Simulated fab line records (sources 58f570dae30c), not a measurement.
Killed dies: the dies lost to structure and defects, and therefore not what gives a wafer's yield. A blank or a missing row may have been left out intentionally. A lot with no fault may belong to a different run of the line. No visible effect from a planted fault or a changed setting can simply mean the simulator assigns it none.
Which tool did it? || flow berkeley cmos170 || 42 wafers from 14 lots sampled at 2 of the route's 331 steps

== WHAT EACH GAUGE READ, for each wafer ==
UCB170_GATE_THK_MEAS_02. Usual: GATE_OXIDE_THK gives 6.53 nm (standard deviation 0.11).
{"lot": "L370", "measured": "day 6 07:55", "on": "film metro-04", "GATE_OXIDE_THK (nm)": "6.49 6.48 6.48", "flag": ""}
{"lot": "L371", "measured": "day 6 07:55", "on": "film metro-01", "GATE_OXIDE_THK (nm)": "6.64 6.65 6.63", "flag": ""}
{"lot": "L372", "measured": "day 6 07:55", "on": "film metro-02", "GATE_OXIDE_THK (nm)": "6.37 6.40 6.46", "flag": ""}
{"lot": "L374", "measured": "day 6 07:58", "on": "film metro-04", "GATE_OXIDE_THK (nm)": "6.81 6.72 6.77", "flag": ""}
{"lot": "L375", "measured": "day 6 22:10", "on": "film metro-04", "GATE_OXIDE_THK (nm)": "6.48 6.46 6.50", "flag": ""}
{"lot": "L377", "measured": "day 7 15:39", "on": "film metro-04", "GATE_OXIDE_THK (nm)": "6.57 6.60 6.51", "flag": ""}
{"lot": "L378", "measured": "day 7 15:41", "on": "film metro-01", "GATE_OXIDE_THK (nm)": "6.46 6.30 6.39", "flag": ""}
{"lot": "L379", "measured": "day 7 15:43", "on": "film metro-02", "GATE_OXIDE_THK (nm)": "6.56 6.58 6.68", "flag": ""}
{"lot": "L382", "measured": "day 8 08:31", "on": "film metro-02", "GATE_OXIDE_THK (nm)": "6.55 6.53 6.57", "flag": ""}
{"lot": "L383", "measured": "day 8 08:32", "on": "film metro-04", "GATE_OXIDE_THK (nm)": "6.47 6.54 6.45", "flag": ""}
{"lot": "L384", "measured": "day 8 12:57", "on": "film metro-04", "GATE_OXIDE_THK (nm)": "8.60 8.63 8.66 8.52 8.63 8.70", "flag": "OFF"}
{"lot": "L385", "measured": "day 8 21:32", "on": "film metro-04", "GATE_OXIDE_THK (nm)": "8.63 8.59 8.61 8.60 8.61 8.68", "flag": "OFF"}
{"lot": "L386", "measured": "day 9 06:00", "on": "film metro-02", "GATE_OXIDE_THK (nm)": "6.47 6.58 6.50", "flag": ""}
{"lot": "L393", "measured": "day 11 00:29", "on": "film metro-02", "GATE_OXIDE_THK (nm)": "6.39 6.42 6.27", "flag": ""}

== EACH LOT AND THE TOOL THAT RAN IT (in order: tool; ch and the chambers of the sampled wafers; start) ==
{"lot": "L370", "UCB170_GATE_OXIDATION_01": "furnace-03 ch 0, day 6 06:25"}
{"lot": "L371", "UCB170_GATE_OXIDATION_01": "furnace-03 ch 0, day 6 06:25"}
{"lot": "L372", "UCB170_GATE_OXIDATION_01": "furnace-03 ch 0, day 6 06:25"}
{"lot": "L374", "UCB170_GATE_OXIDATION_01": "furnace-03 ch 0, day 6 06:25"}
{"lot": "L375", "UCB170_GATE_OXIDATION_01": "furnace-04 ch 0, day 6 20:39"}
{"lot": "L377", "UCB170_GATE_OXIDATION_01": "furnace-04 ch 0, day 7 14:09"}
{"lot": "L378", "UCB170_GATE_OXIDATION_01": "furnace-04 ch 0, day 7 14:09"}
{"lot": "L379", "UCB170_GATE_OXIDATION_01": "furnace-04 ch 0, day 7 14:09"}
{"lot": "L382", "UCB170_GATE_OXIDATION_01": "furnace-04 ch 0, day 8 07:01"}
{"lot": "L383", "UCB170_GATE_OXIDATION_01": "furnace-04 ch 0, day 8 07:01"}
{"lot": "L384", "UCB170_GATE_OXIDATION_01": "furnace-04 ch 0, day 8 11:26"}
{"lot": "L385", "UCB170_GATE_OXIDATION_01": "furnace-04 ch 0, day 8 20:02"}
{"lot": "L386", "UCB170_GATE_OXIDATION_01": "furnace-01 ch 0, day 9 04:29"}
{"lot": "L393", "UCB170_GATE_OXIDATION_01": "furnace-01 ch 0, day 10 22:58"}
- UCB170_GATE_OXIDATION_01: target thk 6.6 nm, ox time 1800 s.

== WHAT THE TOOLS THEMSELVES READ (means of the sampled wafers that have a number; where no wafer has one, the mark that the record gives instead) ==
The record holds no such reading with a usual standard deviation.

== THE ANSWER, worked out from the rows above alone ==
Rule: a lot is off if the mean of its wafers that have a number lies more than 3 standard deviations from the usual mean. A lot without any number at a reading at which 4 lots or more have one is off too. Any other lot the step has rows for is counted as sound. First the gauges in route order, then the tools' own readings, where a lot's mean is used as printed above. At the first step where some lot is off, the reading lying furthest off is the one used; lots without a number count as furthest.
Off: L384, L385, at UCB170_GATE_THK_MEAS_02 (GATE_OXIDE_THK).
If a tool, at a process step before that reading, ran all the lots that are off and no sound lot after the first of them, it fits. Gauges at UCB170_GATE_THK_MEAS_02: tried the same way as those tools. Undecided on this evidence; 2 tools fit (furnace-04 at UCB170_GATE_OXIDATION_01, film metro-04 at UCB170_GATE_THK_MEAS_02).

== WHAT THE SIMULATOR HAD INSERTED ==
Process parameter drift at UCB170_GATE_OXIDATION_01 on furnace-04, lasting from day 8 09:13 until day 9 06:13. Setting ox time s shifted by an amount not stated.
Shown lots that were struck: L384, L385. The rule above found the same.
